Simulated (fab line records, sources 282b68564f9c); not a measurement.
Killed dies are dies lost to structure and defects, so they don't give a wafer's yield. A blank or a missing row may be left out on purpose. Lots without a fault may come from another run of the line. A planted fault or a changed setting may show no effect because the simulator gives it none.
Which tool did it? | flow rit_cmos | 13 lots, 39 wafers sampled, at 5 steps of a route of 202

WHAT THE GAUGES READ, wafer by wafer
RIT_ACTIVE_CD_MEAS_90: target cd 1400 nm.
lot  | measured    | on        | cd_nm (nm)
L938 | day 1 15:10 | cd_sem-02 | 1400.7 1401.0 1400.4
L939 | day 1 21:36 | cd_sem-01 | 1398.0 1402.0 1400.9
L940 | day 2 02:57 | cd_sem-02 | 1400.8 1400.3 1399.2
L941 | day 2 06:04 | cd_sem-02 | 1399.3 1398.2 1397.9
L943 | day 2 18:02 | cd_sem-02 | 1404.3 1403.9 1400.8
L944 | day 2 22:28 | cd_sem-01 | 1401.4 1402.0 1400.2
L947 | day 3 12:49 | cd_sem-02 | 1400.4 1401.1 1401.3
L948 | day 3 19:02 | cd_sem-02 | 1396.7 1400.0 1398.8
L950 | day 4 04:01 | cd_sem-02 | 1397.4 1397.5 1396.3
L955 | day 5 04:04 | cd_sem-01 | 1402.4 1402.0 1400.5
L956 | day 5 09:13 | cd_sem-01 | 1399.8 1400.0 1402.1
L957 | day 5 16:58 | cd_sem-02 | 1404.2 1403.9 1403.8
L958 | day 5 20:16 | cd_sem-02 | 1400.8 1398.4 1399.2

RIT_PWELL_OVL_MEAS_06.
lot  | measured    | on         | PWELL_OVL (nm)
L938 | day 1 23:31 | overlay-02 | -1.5 -3.2 -0.8
L939 | day 2 04:30 | overlay-01 | 3.2 1.7 1.3
L940 | day 2 09:46 | overlay-01 | 3.8 2.8 0.5
L941 | day 2 16:05 | overlay-01 | -1.7 1.1 -2.0
L943 | day 3 05:58 | overlay-01 | 2.4 1.2 1.7
L944 | day 3 06:28 | overlay-01 | -0.3 1.0 1.1
L947 | day 3 20:52 | overlay-01 | -0.4 0.2 -0.2
L948 | day 4 02:27 | overlay-01 | 2.0 0.3 2.2
L950 | day 4 11:14 | overlay-02 | -1.7 0.1 -1.4
L955 | day 5 12:25 | overlay-01 | 1.7 0.0 1.0
L956 | day 5 18:42 | overlay-01 | -0.8 -0.1 1.0
L957 | day 6 00:07 | overlay-02 | 0.2 -0.9 -1.0
L958 | day 6 05:01 | overlay-02 | 0.1 -0.5 -1.1

RIT_WELLDRIVE_RS_MEAS_01: measures by four-point-probe.
lot  | measured    | on            | NWELL_RS (ohm/sq)
L938 | day 2 05:17 | film_metro-04 | 275.0 274.6 275.0
L939 | day 2 10:20 | film_metro-04 | 274.8 273.5 274.7
L940 | day 2 17:26 | film_metro-04 | 275.9 275.7 275.8
L941 | day 2 23:52 | film_metro-01 | 275.0 274.4 274.9
L943 | day 3 11:43 | film_metro-01 | 275.5 274.6 274.7
L944 | day 3 14:08 | film_metro-04 | 276.3 275.1 274.9
L947 | day 4 04:02 | film_metro-02 | 273.9 274.0 273.9
L948 | day 4 08:48 | film_metro-01 | 274.8 275.5 275.6
L950 | day 4 17:37 | film_metro-01 | 274.2 274.9 275.4
L955 | day 5 18:10 | film_metro-02 | 275.2 275.1 274.8
L956 | day 6 00:27 | film_metro-02 | 274.6 275.1 275.1
L957 | day 6 06:15 | film_metro-02 | 274.1 273.7 274.2
L958 | day 6 11:36 | film_metro-01 | 276.6 276.4 277.8

RIT_GATE_CD_MEAS_16: target cd 150 nm.
lot  | measured    | on        | cd_nm (nm)
L938 | day 2 15:45 | cd_sem-02 | 146.9 146.8 148.4
L939 | day 3 00:52 | cd_sem-02 | 147.5 150.3 145.9
L940 | day 3 05:25 | cd_sem-01 | 147.9 147.5 147.6
L941 | day 3 08:49 | cd_sem-02 | 152.1 152.9 152.3
L943 | day 3 19:52 | cd_sem-02 | 144.5 146.1 146.8
L944 | day 3 23:52 | cd_sem-02 | 148.4 149.0 146.5
L947 | day 4 13:42 | cd_sem-02 | 138.0 136.0 135.6
L948 | day 4 17:02 | cd_sem-01 | 151.6 151.5 151.0
L950 | day 5 01:28 | cd_sem-01 | 149.6 150.9 152.9
L955 | day 6 03:53 | cd_sem-01 | 145.4 147.0 147.3
L956 | day 6 09:16 | cd_sem-02 | 149.1 148.9 147.5
L957 | day 6 16:36 | cd_sem-01 | 147.0 149.8 150.3
L958 | day 6 19:55 | cd_sem-02 | 151.7 150.4 153.5

WHICH TOOL RAN EACH LOT (tool, then ch and the chambers of the sampled wafers, then the start)
lot  | RIT_GATE_EXPOSE_13
L938 | iline_stepper-02 ch 0, day 2 15:21
L939 | iline_stepper-01 ch 0, day 3 00:28
L940 | iline_stepper-01 ch 0, day 3 05:01
L941 | iline_stepper-01 ch 0, day 3 08:25
L943 | iline_stepper-01 ch 0, day 3 19:28
L944 | iline_stepper-01 ch 0, day 3 23:28
L947 | iline_stepper-01 ch 0, day 4 13:17
L948 | iline_stepper-02 ch 0, day 4 16:38
L950 | iline_stepper-01 ch 0, day 5 01:04
L955 | iline_stepper-02 ch 0, day 6 03:29
L956 | iline_stepper-01 ch 0, day 6 08:52
L957 | iline_stepper-01 ch 0, day 6 16:12
L958 | iline_stepper-01 ch 0, day 6 19:31
- RIT_GATE_EXPOSE_13: exposes mask M6, target cd 150 nm.

WHAT THE TOOLS THEMSELVES READ (means of the sampled wafers that have a number; where no wafer has one, the mark that the record gives instead)
RIT_GATE_EXPOSE_13.
lot  | tool             | stage_vel_mm_s (mm/s)
L938 | iline_stepper-02 | 499.91
L939 | iline_stepper-01 | 500.01
L940 | iline_stepper-01 | 499.98
L941 | iline_stepper-01 | 500.08
L943 | iline_stepper-01 | 500.34
L944 | iline_stepper-01 | 499.96
L947 | iline_stepper-01 | 500.18
L948 | iline_stepper-02 | 499.89
L950 | iline_stepper-01 | 499.84
L955 | iline_stepper-02 | 500.02
L956 | iline_stepper-01 | 500.04
L957 | iline_stepper-01 | 500.14
L958 | iline_stepper-01 | 500.18

THE ANSWER, worked out from the rows above alone
Rule: what is usual is taken from the lots themselves. Put in order of their means at a reading, lots are off if they are a third of the lots or fewer, leave a main group of 4 or more, and stand apart from it by a gap of 3 or more times the standard deviation of the main group's means; of several such gaps the widest counts. A main group whose means are all the same, to the digits that the tables above print for the reading, isn't used. A lot without any number at a reading at which 4 lots or more have one is off too. The other lots that the step has rows for count as sound. The gauges are gone through in route order, then the tools' own readings, and for those a lot's mean is taken as printed above. The first step at which some lot is off is used, and at that step the reading that is off furthest; a lot without a number counts as furthest.
Off: L947, at RIT_GATE_CD_MEAS_16 (cd_nm). The main group: mean 149.0 nm, standard deviation 2.1.
A tool fits if, at a process step before that reading, it ran every lot that is off, and no sound lot after the first of them. The gauges at RIT_GATE_CD_MEAS_16 are tried like those tools. None of those tried fits.

WHAT THE SIMULATOR HAD PUT IN
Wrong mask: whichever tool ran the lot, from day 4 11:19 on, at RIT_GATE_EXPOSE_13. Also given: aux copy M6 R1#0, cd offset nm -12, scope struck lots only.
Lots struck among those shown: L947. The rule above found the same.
